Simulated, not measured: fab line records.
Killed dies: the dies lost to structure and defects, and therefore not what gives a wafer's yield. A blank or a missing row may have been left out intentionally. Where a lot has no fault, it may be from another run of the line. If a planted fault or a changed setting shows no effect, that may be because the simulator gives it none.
The tool behind it: which one?	flow rit cmos	42 wafers from 14 lots sampled at 2 of the route's 202 steps

## WHAT THE GAUGES READ, wafer by wafer
RIT_GATE_THK_MEAS_07. Usual: GATE_OXIDE_THK gives 3.02 nm (standard deviation 0.058).
lot	measured	on	GATE_OXIDE_THK (nm)	flag
L275	day 2 09:52	film metro-02	3.06 2.99 2.97	
L276	day 2 16:04	film metro-02	3.00 2.93 2.89	
L277	day 2 21:02	film metro-03	3.09 3.08 3.11	
L278	day 3 02:16	film metro-02	3.01 3.01 3.05	
L279	day 3 06:44	film metro-01	3.16 3.05 3.07	
L280	day 3 10:56	film metro-02	3.00 3.08 2.99	
L281	day 3 15:23	film metro-01	3.24 3.11 3.23	
L285	day 4 11:46	film metro-01	3.00 3.03 3.06	
L287	day 5 01:25	film metro-03	3.05 3.06 3.10	
L288	day 5 06:19	film metro-01	3.26 3.14 3.18	
L289	day 5 09:56	film metro-03	3.06 2.97 3.04	
L291	day 5 19:02	film metro-03	3.01 3.01 3.02	
L297	day 6 23:26	film metro-02	3.05 2.94 3.00	
L298	day 7 05:37	film metro-03	3.06 2.89 3.04	

## TOOL THAT RAN EACH LOT (tool first, then ch and the chambers of the sampled wafers, then the start)
lot	RIT_GATE_OXIDATION_05
L275	furnace-03 ch 0, day 2 08:31
L276	furnace-03 ch 0, day 2 13:03
L277	furnace-02 ch 0, day 2 19:43
L278	furnace-03 ch 0, day 3 00:57
L279	furnace-02 ch 0, day 3 05:25
L280	furnace-03 ch 0, day 3 09:37
L281	furnace-03 ch 0, day 3 14:03
L285	furnace-02 ch 0, day 4 10:27
L287	furnace-02 ch 0, day 5 00:01
L288	furnace-03 ch 0, day 5 04:13
L289	furnace-02 ch 0, day 5 08:35
L291	furnace-04 ch 0, day 5 17:43
L297	furnace-02 ch 0, day 6 22:07
L298	furnace-02 ch 0, day 7 04:16
- RIT_GATE_OXIDATION_05: target thk 3 nm, ox time 270 s.

## AS READ BY THE TOOLS THEMSELVES (means over the sampled wafers that have a number; for cases with no such wafer, the mark the record gives instead)
RIT_GATE_OXIDATION_05. Usual: spike tc centre C 902.5 C, standard deviation 1; spike tc load C 926.1 C, standard deviation 1.8; tube center temp C 900.01 C, standard deviation 0.08; tube_center_temp_C_max 902.3, standard deviation 0.35.
lot	tool	spike tc centre C (C)	spike tc load C (C)	tube center temp C (C)	tube_center_temp_C_max	flag
L275	furnace-03	902.6	926.8	899.95	902.2	
L276	furnace-03	901.9	927.0	900.11	902.5	
L277	furnace-02	902.6	926.9	899.94	902.6	
L278	furnace-03	902.0	926.7	899.98	902.6	
L279	furnace-02	902.3	926.8	900.07	902.5	
L280	furnace-03	902.2	927.2	899.95	902.2	
L281	furnace-03	906.5	932.9	905.60	907.7	OFF
L285	furnace-02	902.5	925.3	899.94	902.2	
L287	furnace-02	902.2	926.9	900.08	902.2	
L288	furnace-03	908.8	930.4	905.55	907.8	OFF
L289	furnace-02	902.3	925.5	899.96	902.4	
L291	furnace-04	901.2	922.3	899.98	902.1	
L297	furnace-02	902.0	925.9	899.91	902.2	
L298	furnace-02	903.8	926.0	900.07	902.2	

## THE ANSWER, worked out from the rows above alone
Rule: take the mean of a lot's wafers that have a number; if it is more than 3 standard deviations from the usual mean, the lot is off. A lot without any number at a reading at which 4 lots or more have one is off too. All remaining lots with rows at the step are treated as sound. After the gauges, taken in route order, come the tools' own readings; for these a lot's mean is taken, as printed above. At the first step where some lot is off, the reading lying furthest off is the one used; lots without a number count as furthest.
Off: L281, L288 (RIT_GATE_OXIDATION_05, tube center temp C).
A tool fits if, at that step or a process step before it, it ran every lot that is off, and no sound lot after the first of them. One candidate fits, namely furnace-03 at RIT_GATE_OXIDATION_05. A fault onset in the window from L280 (day 3 09:37, its last sound lot) to L281 (day 3 14:03, its first lot off) fits.
The tool's own readings at RIT_GATE_OXIDATION_05 bear it out: on the lots that are off they differ by more than 5 times the standard deviation of the sound lots' means. spike tc centre C reads 907.6 C there against 902.3 C on the sound lots; tube center temp C reads 905.58 C there against 900.00 C on the sound lots; tube_center_temp_C_max reads 907.8 there against 902.3 on the sound lots.

## WHAT THE SIMULATOR HAD INSERTED
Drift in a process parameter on furnace-03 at RIT_GATE_OXIDATION_05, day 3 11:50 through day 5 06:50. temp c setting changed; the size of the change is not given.
Shown lots that were struck: L281, L288. The same result came from the rule above.
